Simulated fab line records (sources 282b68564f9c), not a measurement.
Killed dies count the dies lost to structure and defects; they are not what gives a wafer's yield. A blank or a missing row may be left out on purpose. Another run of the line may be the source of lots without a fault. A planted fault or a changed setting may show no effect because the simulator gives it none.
Struck lot and sound lot, side by side -- flow rit_cmos -- 44 out of 202 route steps
Sound: the wafers L214.1, L214.4, L214.5. The struck wafers were L220.2, L220.3, L220.5. Last of all comes the cause.
For every step that has rows: the tool of each side, followed by ch and its chambers, followed by its first start. Under that, the readings that differ: sound wafers -- struck wafers -- difference of the means -- sigmas: that difference in standard deviations of wafers without a fault.
alike: readings whose means differ by less than 2 such deviations, and words and numbers that are the same on both sides. not compared: withheld readings, readings that some wafer has no value for, bounds like >300 that may hide the same value, and numbers for which the record gives no deviation and whose values overlap.
The two part at a step that has a row with sigmas, a row that says differs or no value, or rows on one side only. Numbers that have no deviation but don't overlap get no sigmas and don't part them. A reading that every wafer of one side lacks parts them only if that side has two wafers or more.

first, 4 steps without rows for these wafers: RIT_PLDD_SOFTBAKE_02 (time 60 s); RIT_PLDD_EXPOSE_03 (exposes mask M8, target cd 40900 nm); RIT_PLDD_PEB_04; RIT_PLDD_DEVELOP_05 (develop time 51.36 s).
RIT_PLDD_OVL_MEAS_06:
  sound on overlay-01 at day 4 02:08; struck on overlay-02 at day 5 08:20
  alike: PLDD_OVL
then, 2 steps without rows for these wafers: RIT_PLDD_HARDBAKE_07 (time 60 s); RIT_PLDD_IMPLANT_08.
RIT_PLDD_STRIP_09: strips in O2, time 180 s.
  sound on plasma_asher-04 ch 0,1, day 4 02:29; struck on plasma_asher-03 ch 0,1, day 5 08:40
  alike: drypump_motor_current_A, rf_refl_power_W
  not compared: rf_hours_counter_h
RIT_PLDD_TW_MEAS_10:
  sound on film_metro-03 at day 4 02:39; struck on film_metro-01 at day 5 08:51
reading,sound,struck,difference,sigmas
PLDD_TW,2329 2336 2323,2354 2346 2363,+25,+2
then, 3 steps without rows for these wafers: RIT_SPACER_CLEAN_00 (cleans in SC1, time 600 s); RIT_SPACER_CLEAN_01 (cleans in dHF, time 30 s); RIT_SPACER_CLEAN_02 (cleans in SC2, time 600 s).
RIT_SPACER_CVD_03: deposits Si3N4 from SiH2Cl2/NH3, target thk 250 nm, time 3300 s.
  sound on lpcvd-01 ch 0, day 4 03:05; struck on lpcvd-01 ch 0, day 5 09:28
reading,sound,struck,difference,sigmas
model.Si3N4_of_SPACER_CVD_03.thk_nm (nm),248 247.2 245.7,151 153.1 150.6,-95,
RIT_SPACER_THK_MEAS_04:
  sound on film_metro-02 at day 4 05:00; struck on film_metro-04 at day 5 11:23
reading,sound,struck,difference,sigmas
SPACER_NITRIDE_THK (nm),248.0 247.1 245.7,151.0 153.1 150.8,-95.3,-35
RIT_SPACER_ETCHBACK_05: etches Si3N4 in SF6/CHF3, stops on SiO2, target depth 250 nm, time 240 s.
  sound on rie_diel-03 ch 0,2, day 4 05:04; struck on rie_diel-03 ch 0,2, day 5 11:26
reading,sound,struck,difference,sigmas
oes_product_au (a.u.),0.856 0.852 0.842,0.608 0.622 0.612,-0.236,-16
model.etch.depth_nm (nm),248 247.2 245.7,151 153.1 150.6,-95,
  alike: drypump_motor_current_A, throttle_valve_pct
  not compared: rf_hours_counter_h
then, 6 steps without rows for these wafers: RIT_NSD_HMDS_00 (prime time 60 s); RIT_NSD_COAT_01 (resist thk 1000 nm); RIT_NSD_SOFTBAKE_02 (time 60 s); RIT_NSD_EXPOSE_03 (exposes mask M9, target cd 40700 nm); RIT_NSD_PEB_04; RIT_NSD_DEVELOP_05 (develop time 50 s).
RIT_NSD_OVL_MEAS_06:
  sound on overlay-01 at day 4 06:11; struck on overlay-02 at day 5 12:34
  alike: NSD_OVL
then, 2 steps without rows for these wafers: RIT_NSD_HARDBAKE_07 (time 60 s); RIT_NSD_IMPLANT_08.
RIT_NSD_STRIP_09: strips in O2, time 180 s.
  sound on plasma_asher-03 ch 0,1, day 4 06:31; struck on plasma_asher-03 ch 0,1, day 5 12:54
  alike: drypump_motor_current_A, rf_refl_power_W
  not compared: rf_hours_counter_h
RIT_NSD_TW_MEAS_10:
  sound on film_metro-01 at day 4 06:42; struck on film_metro-01 at day 5 13:05
  alike: NSD_TW
then, 6 steps without rows for these wafers: RIT_PSD_HMDS_00 (prime time 60 s); RIT_PSD_COAT_01 (resist thk 1000 nm); RIT_PSD_SOFTBAKE_02 (time 60 s); RIT_PSD_EXPOSE_03 (exposes mask M10, target cd 40900 nm); RIT_PSD_PEB_04; RIT_PSD_DEVELOP_05 (develop time 50 s).
RIT_PSD_OVL_MEAS_06:
  sound on overlay-01 at day 4 07:44; struck on overlay-02 at day 5 14:07
  alike: PSD_OVL
then, 2 steps without rows for these wafers: RIT_PSD_HARDBAKE_07 (time 60 s); RIT_PSD_IMPLANT_08.
RIT_PSD_STRIP_09: strips in O2, time 180 s.
  sound on plasma_asher-02 ch 0, day 4 08:04; struck on plasma_asher-02 ch 0,1, day 5 14:27
  alike: drypump_motor_current_A, rf_refl_power_W
  not compared: rf_hours_counter_h
RIT_PSD_TW_MEAS_10:
  sound on film_metro-03 at day 4 08:14; struck on film_metro-03 at day 5 14:38
  alike: PSD_TW
then, 3 steps without rows for these wafers: RIT_SDANNEAL_CLEAN_00 (cleans in SC1, time 600 s); RIT_SDANNEAL_CLEAN_01 (cleans in dHF, time 30 s); RIT_SDANNEAL_CLEAN_02 (cleans in SC2, time 600 s).
RIT_SDANNEAL_RTA_03: time 5 s.
  sound on rtp_anneal-02 ch 0, day 4 08:41; struck on rtp_anneal-02 ch 0, day 5 15:04
  alike: wafer_temp_C_max
RIT_SDANNEAL_RS_MEAS_04: a four-point-probe measurement.
  sound on film_metro-02 at day 4 08:44; struck on film_metro-02 at day 5 15:08
  alike: PSD_RS
RIT_SILICIDE_WET_ETCH_00: etches SiO2 in BOE, target depth 14 nm, time 15.32 s.
  sound on wet_bench-04 ch 2, day 4 09:13; struck on wet_bench-04 ch 2, day 5 15:35
reading,sound,struck,difference,sigmas
model.Si3N4_of_SPACER_CVD_03.thk_nm (nm),194.2 193.8 192,118 119.8 117.5,-75,
  alike: temp_c
RIT_M1_PROBE_99:
  sound on prober-01 at day 4 16:15; struck on prober-01 at day 5 22:43
  alike: killed_at_front_end, killed_dies, killed_on_rim, killed_open, killed_short

WHERE THEY PART
At RIT_PLDD_TW_MEAS_10 first; at RIT_SPACER_ETCHBACK_05 last (within this record only). Later steps at which nothing parts them and some readings are alike: RIT_NSD_OVL_MEAS_06, RIT_NSD_STRIP_09, RIT_NSD_TW_MEAS_10, RIT_PSD_OVL_MEAS_06, RIT_PSD_STRIP_09, RIT_PSD_TW_MEAS_10, RIT_SDANNEAL_RTA_03, RIT_SDANNEAL_RS_MEAS_04, RIT_SILICIDE_WET_ETCH_00, RIT_M1_PROBE_99.

WHY: whatever the simulator had introduced
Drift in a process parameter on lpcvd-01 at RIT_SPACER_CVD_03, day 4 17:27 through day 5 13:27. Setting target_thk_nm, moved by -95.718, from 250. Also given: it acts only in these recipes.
